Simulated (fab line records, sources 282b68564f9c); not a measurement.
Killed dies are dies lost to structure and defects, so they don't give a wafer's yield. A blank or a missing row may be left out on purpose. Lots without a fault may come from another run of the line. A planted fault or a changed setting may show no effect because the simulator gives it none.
Split-lot experiment | flow rit_cmos | 5 lots, 19 wafers read, on a route of 202 steps

THE SPLIT
At RIT_GATE_DEVELOP_15 (develop time 50 s), the setting dev_temp_c was moved away from the recipe's 23 C on 9 of the 19 wafers read, by -14.0% to +12.9%. The other wafers ran this setting at the recipe's value.

FROM THE SPLIT TO THE READING: what the file shows between them, 19 steps
- RIT_NSD_IMPLANT_08 (also split here: energy_kev)
- RIT_PSD_IMPLANT_08 (also split here: energy_kev)
- RIT_PSD_STRIP_09: strips in O2, time 180 s
- RIT_SDANNEAL_CLEAN_02: cleans in SC2, time 600 s
- RIT_SDANNEAL_RTA_03: time 5 s
- RIT_SDANNEAL_RS_MEAS_04: measures by four-point-probe
- RIT_CONTACT_CVD_00: deposits SiO2 from TEOS, target thk 400 nm, time 61 s (also split here: time_s)
- RIT_CONTACT_THK_MEAS_01
- RIT_CONTACT_DEVELOP_07: develop time 120 s (also split here: develop_time_s)
- RIT_CONTACT_CD_MEAS_08: target cd 1000 nm
- RIT_CONTACT_HARDBAKE_10: time 60 s
- RIT_CONTACT_ETCH_11: etches SiO2 in CHF3/CF4/Ar, stops on TiSi2, target depth 480 nm, time 320 s
- RIT_CONTACT_STRIP_12: strips in O2, time 180 s
- RIT_CONTACT_CD_MEAS_90: target cd 1000 nm
- RIT_M1_SPUTTER_00: material Al, target thk 400 nm, time 500 s (also split here: power_w)
- RIT_M1_RS_MEAS_01: measures by four-point-probe
- RIT_M1_THK_MEAS_02: measures by xrf
- RIT_M1_METAL_ETCH_12: etches Al in Cl2/BCl3, stops on SiO2, time 165 s, target depth 600 nm (also split here: rf_w)
- RIT_M1_ANNEAL_15: time 1800 s (also split here: time_s)

THE READING
etest.nmos_0p15.r_on_ohm_um (the simulator's own value, which no gauge read), at RIT_M1_PROBE_99. The file gives no usual value for it. The 10 wafers here that ran the recipe average 1146, standard deviation 30.

wafer  | tool, chamber at the split | dev_temp_c as run, C | against the recipe | etest.nmos_0p15.r_on_ohm_um | against lot-mates on the recipe
L075.3 | litho_track-03, 0          | 24.87                | +8.1%              | 1226                        | no lot-mate on the recipe
L077.1 | litho_track-04, 0          | 23                   | recipe             | 1146                        | -
L077.3 | litho_track-04, 0          | 23                   | recipe             | 1168                        | -
L077.4 | litho_track-04, 0          | 25.56                | +11.1%             | 1280                        | +129
L077.5 | litho_track-04, 0          | 23                   | recipe             | 1140                        | -
L077.6 | litho_track-04, 0          | 25.56                | +11.1%             | 1279                        | +128
L078.1 | litho_track-03, 0          | 19.77                | -14.0%             | 1030                        | -137
L078.2 | litho_track-03, 0          | 23                   | recipe             | 1161                        | -
L078.3 | litho_track-03, 0          | 19.77                | -14.0%             | 1039                        | -128
L078.4 | litho_track-03, 0          | 19.77                | -14.0%             | 1040                        | -127
L078.6 | litho_track-03, 0          | 23                   | recipe             | 1173                        | -
L081.1 | litho_track-03, 0          | 23                   | recipe             | 1168                        | -
L081.5 | litho_track-03, 0          | 23                   | recipe             | 1154                        | -
L081.6 | litho_track-03, 0          | 23                   | recipe             | 1163                        | -
L085.1 | litho_track-02, 0          | 25.96                | +12.9%             | 1236                        | +140
L085.2 | litho_track-02, 0          | 25.96                | +12.9%             | 1246                        | +150
L085.3 | litho_track-02, 0          | 23                   | recipe             | 1069                        | -
L085.5 | litho_track-02, 0          | 23                   | recipe             | 1122                        | -
L085.6 | litho_track-02, 0          | 25.96                | +12.9%             | 1272                        | +176

THE FIT
A straight line over all 19 wafers: etest.nmos_0p15.r_on_ohm_um changes by +8.67 for each +1% of dev_temp_c; r = +0.94; the points scatter about the line by 27.
The same after taking each lot's own level away (the mean of its wafers on the recipe; 18 wafers): +10.7 for each +1%; r = +0.99; scatter 16.
On that fit, the largest move of dev_temp_c shifts the reading by 1.5e+02.
The lots' own levels span 1095.5 to 1167.0, that is 2.4 times the standard deviation above.
So the lot-to-lot level changes the slope: the two fits differ.
Check: with one of the wafers moved furthest among these (-14.0%) left out of the fit, the line predicts -144 for it against its lot-mates. It came out at -137 against them.

OTHER SPLITS ON THESE WAFERS
These wafers also went through other splits before the reading. Each is held against what the fit with the lots' levels taken away leaves over:
other split on the same wafers        | wafers away from the commonest value | r with etest.nmos_0p15.r_on_ohm_um (lot level and that fit taken away)
RIT_NSD_IMPLANT_08 energy_kev         | 6                                    | -0.07
RIT_PSD_IMPLANT_08 energy_kev         | 8                                    | -0.01
RIT_CONTACT_CVD_00 time_s             | 8                                    | +0.17
RIT_CONTACT_DEVELOP_07 develop_time_s | 10                                   | +0.39
RIT_M1_SPUTTER_00 power_w             | 4                                    | +0.28
RIT_M1_METAL_ETCH_12 rf_w             | 5                                    | +0.15
RIT_M1_ANNEAL_15 time_s               | 14                                   | +0.24

THE WHOLE CHAIN: every reading that the file lists as answering this split, in the file's order
step            | what it does | reading                                                                        | change (the file's fit)           | r (the file's)
RIT_M1_PROBE_99 |              | etest.pmos_turned.r_on_ohm_um (the simulator's own value, which no gauge read) | +35.7 for each +1% of the setting | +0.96
RIT_M1_PROBE_99 |              | etest.pmos_0p15.r_on_ohm_um (the simulator's own value, which no gauge read)   | +35.2 for each +1% of the setting | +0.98
RIT_M1_PROBE_99 |              | etest.pmos_0p3.r_on_ohm_um (the simulator's own value, which no gauge read)    | +39.5 for each +1% of the setting | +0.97
RIT_M1_PROBE_99 |              | etest.nmos_0p15.r_on_ohm_um (the simulator's own value, which no gauge read)   | +10.8 for each +1% of the setting | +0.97

THE FILE'S OWN FIT
etest.nmos_0p15.r_on_ohm_um changes by +10.8 for each +1% of dev_temp_c, r = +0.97.
